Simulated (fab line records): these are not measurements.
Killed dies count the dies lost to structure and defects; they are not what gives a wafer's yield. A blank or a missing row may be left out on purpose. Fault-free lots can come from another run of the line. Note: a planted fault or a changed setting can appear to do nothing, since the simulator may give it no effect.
Split-lot experiment + flow rit_cmos + 23 wafers read across 5 lots, on a route 202 steps long

SPLIT DETAILS
At RIT_NRETRO_COAT_01 (resist thk 1300 nm), the setting spin_rpm was moved away from the recipe's 2000 rpm on 5 of the 23 wafers read, by -4.4% to -4.2%. All remaining wafers had this setting at the recipe value.

FROM THE SPLIT TO THE READING: what the file shows between them, 3 steps
- RIT_NRETRO_SOFTBAKE_02: time 60 s
- RIT_NRETRO_EXPOSE_03: exposes mask M4, target cd 43900 nm
- RIT_NRETRO_DEVELOP_05: develop time 68 s

THE READING
NOVOLAK_of_NRETRO_COAT_01.thk_nm (the simulator's own value, which no gauge read), in nm, at RIT_NRETRO_HARDBAKE_07 (time 120 s). There is no usual value for it anywhere in the file. Average 1138 nm, standard deviation 2.2 nm, over the 18 wafers here run with the recipe.

| wafer  | tool, chamber at the split | spin_rpm as run, rpm | against the recipe | NOVOLAK_of_NRETRO_COAT_01.thk_nm, nm | against lot-mates on the recipe |
|--------|----------------------------|----------------------|--------------------|--------------------------------------|---------------------------------|
| L076.1 | litho_track-03, 0          | 2000                 | recipe             | 1139                                 | -                               |
| L076.3 | litho_track-03, 0          | 2000                 | recipe             | 1139                                 | -                               |
| L076.5 | litho_track-03, 0          | 2000                 | recipe             | 1139                                 | -                               |
| L076.2 | litho_track-03, 0          | 2000                 | recipe             | 1145                                 | -                               |
| L076.4 | litho_track-03, 0          | 2000                 | recipe             | 1140                                 | -                               |
| L077.1 | litho_track-02, 0          | 2000                 | recipe             | 1136                                 | -                               |
| L077.4 | litho_track-02, 0          | 2000                 | recipe             | 1136                                 | -                               |
| L077.3 | litho_track-02, 0          | 2000                 | recipe             | 1137                                 | -                               |
| L077.5 | litho_track-02, 0          | 2000                 | recipe             | 1137                                 | -                               |
| L077.6 | litho_track-02, 0          | 2000                 | recipe             | 1137                                 | -                               |
| L080.2 | litho_track-03, 0          | 2000                 | recipe             | 1138                                 | -                               |
| L080.3 | litho_track-03, 0          | 2000                 | recipe             | 1139                                 | -                               |
| L080.4 | litho_track-03, 0          | 1915                 | -4.2%              | 1163                                 | +24                             |
| L080.6 | litho_track-03, 0          | 1915                 | -4.2%              | 1163                                 | +24                             |
| L080.5 | litho_track-03, 0          | 1915                 | -4.2%              | 1160                                 | +22                             |
| L082.1 | litho_track-04, 0          | 2000                 | recipe             | 1136                                 | -                               |
| L082.2 | litho_track-04, 0          | 1912                 | -4.4%              | 1165                                 | +29                             |
| L082.3 | litho_track-04, 0          | 2000                 | recipe             | 1138                                 | -                               |
| L082.5 | litho_track-04, 0          | 2000                 | recipe             | 1135                                 | -                               |
| L082.6 | litho_track-04, 0          | 1912                 | -4.4%              | 1160                                 | +24                             |
| L085.1 | litho_track-03, 0          | 2000                 | recipe             | 1140                                 | -                               |
| L085.3 | litho_track-03, 0          | 2000                 | recipe             | 1139                                 | -                               |
| L085.4 | litho_track-03, 0          | 2000                 | recipe             | 1139                                 | -                               |

FIT RESULTS
A straight line over all 23 wafers: NOVOLAK_of_NRETRO_COAT_01.thk_nm changes by -5.55 nm for each +1% of spin_rpm; r = -0.98; the points scatter about the line by 2.2 nm.
The same after taking each lot's own level away (the mean of its wafers on the recipe; 23 wafers): -5.7 nm for each +1%; r = -0.99; scatter 1.6 nm.
The reading moves by 25 nm for the largest change in spin_rpm, on that fit.
Measured against the standard deviation above, the lots' own levels, which go from 1136.3 to 1140.4 nm, span 1.9 times it.
The two slopes agree, so the slope changes little with the lot-to-lot level.
Check: with one of the wafers moved furthest among these (-4.4%) left out of the fit, the line predicts +24.2 nm for it against its lot-mates. It came out at +28.7 nm against them.

OTHER SPLITS APPLIED TO THESE WAFERS
Note: prior to the reading, these wafers also went through further splits. Each is held against what the fit with the lots' levels taken away leaves over:
| other split on the same wafers       | wafers away from the commonest value | r with NOVOLAK_of_NRETRO_COAT_01.thk_nm (lot level and that fit taken away) |
|--------------------------------------|--------------------------------------|-----------------------------------------------------------------------------|
| RIT_ACTIVE_CVD_03 temp_c             | 15                                   | -0.03                                                                       |
| RIT_ACTIVE_DEVELOP_10 develop_time_s | 7                                    | +0.44                                                                       |
| RIT_NWELL_COAT_01 spin_rpm           | 5                                    | +0.02                                                                       |
| RIT_NWELL_DEVELOP_05 develop_time_s  | 5                                    | -0.01                                                                       |
| RIT_PWELL_IMPLANT_08 energy_kev      | 7                                    | +0.05                                                                       |

THE WHOLE CHAIN: every reading that the file lists as answering this split, in the file's order
| step                   | what it does       | reading                                                                           | change (the file's fit)              | r (the file's) |
|------------------------|--------------------|-----------------------------------------------------------------------------------|--------------------------------------|----------------|
| RIT_NRETRO_COAT_01     | resist thk 1300 nm | NOVOLAK_of_NRETRO_COAT_01.thk_nm (the simulator's own value, which no gauge read) | -6.76 nm for each +1% of the setting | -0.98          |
| RIT_NRETRO_HARDBAKE_07 | time 120 s         | NOVOLAK_of_NRETRO_COAT_01.thk_nm (the simulator's own value, which no gauge read) | -5.82 nm for each +1% of the setting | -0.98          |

FILE'S OWN FIT
NOVOLAK_of_NRETRO_COAT_01.thk_nm changes by -5.82 nm for each +1% of spin_rpm, r = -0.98.
